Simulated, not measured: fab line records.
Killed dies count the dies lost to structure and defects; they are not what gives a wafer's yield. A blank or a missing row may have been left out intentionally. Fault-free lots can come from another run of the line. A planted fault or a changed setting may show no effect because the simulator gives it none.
Lot-split experiment + flow berkeley-cmos170 + 23 wafers read from 5 lots, route of 331 steps

## THE SPLIT ITSELF
At UCB170_GATE_EXPOSE_09 (exposes mask POLY, target cd 350 nm), the setting dose-mj was moved away from the recipe's 21 on 11 of the 23 wafers read, by -3.0% to +5.8%. The other wafers ran this setting at the recipe's value.

## FROM THE SPLIT TO THE READING: what the file shows between them, 6 steps
- UCB170_GATE_PEB_10
- UCB170_GATE_DEVELOP_11: develop time 45 s
- UCB170_GATE_CD_MEAS_12: target cd 350 nm
- UCB170_GATE_ETCH_14: etches BARC in N2/H2
- UCB170_GATE_ETCH_15: etches poly-Si in HBr/Cl2, stops on SiO2, time 56.3 s, target depth 278.2 nm
- UCB170_GATE_STRIP_16: strips in O2

## THE READING
At UCB170_GATE_CD_MEAS_90: cd-nm in nanometres, against a target cd of 350 nm. Fault-free wafers of this fab line usually give 350.7 nm, standard deviation 1.6 nm.

| wafer  | tool, chamber at the split | dose-mj as run | against the recipe | cd-nm, nm | against lot-mates on the recipe |
|--------|----------------------------|----------------|--------------------|-----------|---------------------------------|
| L075.1 | krf-scanner-02, 0          | 21.65          | +3.1%              | 348.0     | -5.6                            |
| L075.3 | krf-scanner-02, 0          | 21             | recipe             | 353.1     | -                               |
| L075.4 | krf-scanner-02, 0          | 21             | recipe             | 354.0     | -                               |
| L075.5 | krf-scanner-02, 0          | 21.65          | +3.1%              | 347.0     | -6.6                            |
| L075.6 | krf-scanner-02, 0          | 21.65          | +3.1%              | 347.8     | -5.8                            |
| L077.1 | krf-scanner-02, 0          | 21             | recipe             | 352.2     | -                               |
| L077.2 | krf-scanner-02, 0          | 22.21          | +5.8%              | 340.8     | -9.7                            |
| L077.3 | krf-scanner-02, 0          | 21             | recipe             | 349.8     | -                               |
| L077.4 | krf-scanner-02, 0          | 21             | recipe             | 349.5     | -                               |
| L077.5 | krf-scanner-02, 0          | 22.21          | +5.8%              | 340.7     | -9.8                            |
| L078.1 | krf-scanner-01, 0          | 21             | recipe             | 353.0     | -                               |
| L078.3 | krf-scanner-01, 0          | 21             | recipe             | 352.8     | -                               |
| L078.6 | krf-scanner-01, 0          | 21             | recipe             | 351.8     | -                               |
| L080.1 | krf-scanner-02, 0          | 20.37          | -3.0%              | 355.4     | +6.5                            |
| L080.2 | krf-scanner-02, 0          | 20.37          | -3.0%              | 355.0     | +6.1                            |
| L080.3 | krf-scanner-02, 0          | 21             | recipe             | 348.7     | -                               |
| L080.4 | krf-scanner-02, 0          | 21             | recipe             | 349.1     | -                               |
| L080.5 | krf-scanner-02, 0          | 20.37          | -3.0%              | 354.5     | +5.6                            |
| L082.1 | krf-scanner-01, 0          | 22.06          | +5.0%              | 339.5     | -10.5                           |
| L082.2 | krf-scanner-01, 0          | 22.06          | +5.0%              | 340.7     | -9.3                            |
| L082.3 | krf-scanner-01, 0          | 21             | recipe             | 349.6     | -                               |
| L082.5 | krf-scanner-01, 0          | 21             | recipe             | 350.3     | -                               |
| L082.6 | krf-scanner-01, 0          | 22.06          | +5.0%              | 340.2     | -9.8                            |

FIT RESULTS
A straight line over all 23 wafers: cd-nm changes by -1.75 nm for each +1% of dose-mj; r = -0.94; the points scatter about the line by 1.8 nm.
The same after taking each lot's own level away (the mean of its wafers on the recipe; 23 wafers): -1.88 nm for each +1%; r = -0.99; scatter 0.71 nm.
Per that fit: largest dose-mj move, reading shift of 11 nm.
Across the lots, their own levels run from 348.90 to 353.55 nm, a range of 2.9 times the standard deviation given above.
The two slopes agree, so the slope changes little with the lot-to-lot level.
Check: -11 nm against its lot-mates is what the line predicts for one of the wafers moved furthest among these (+5.8%) when that wafer is left out of the fit. Against them it came out at -9.7 nm.

## THE WHOLE CHAIN: every reading that the file lists as answering this split, in the file's order
| step                   | what it does                                                                 | reading                                                     | change (the file's fit)              | r (the file's) |
|------------------------|------------------------------------------------------------------------------|-------------------------------------------------------------|--------------------------------------|----------------|
| UCB170_GATE_CD_MEAS_12 | target cd 350 nm                                                             | cd-nm                                                       | -1.81 nm for each +1% of the setting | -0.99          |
| UCB170_GATE_ETCH_15    | etches poly-Si in HBr/Cl2, stops on SiO2, time 56.3 s, target depth 278.2 nm | GATE.cd-nm (the simulator's own value, which no gauge read) | -1.84 nm for each +1% of the setting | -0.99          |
| UCB170_GATE_CD_MEAS_90 | target cd 350 nm                                                             | cd-nm                                                       | -1.84 nm for each +1% of the setting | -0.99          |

## FILE'S OWN FIT
cd-nm changes by -1.84 nm for each +1% of dose-mj, r = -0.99.
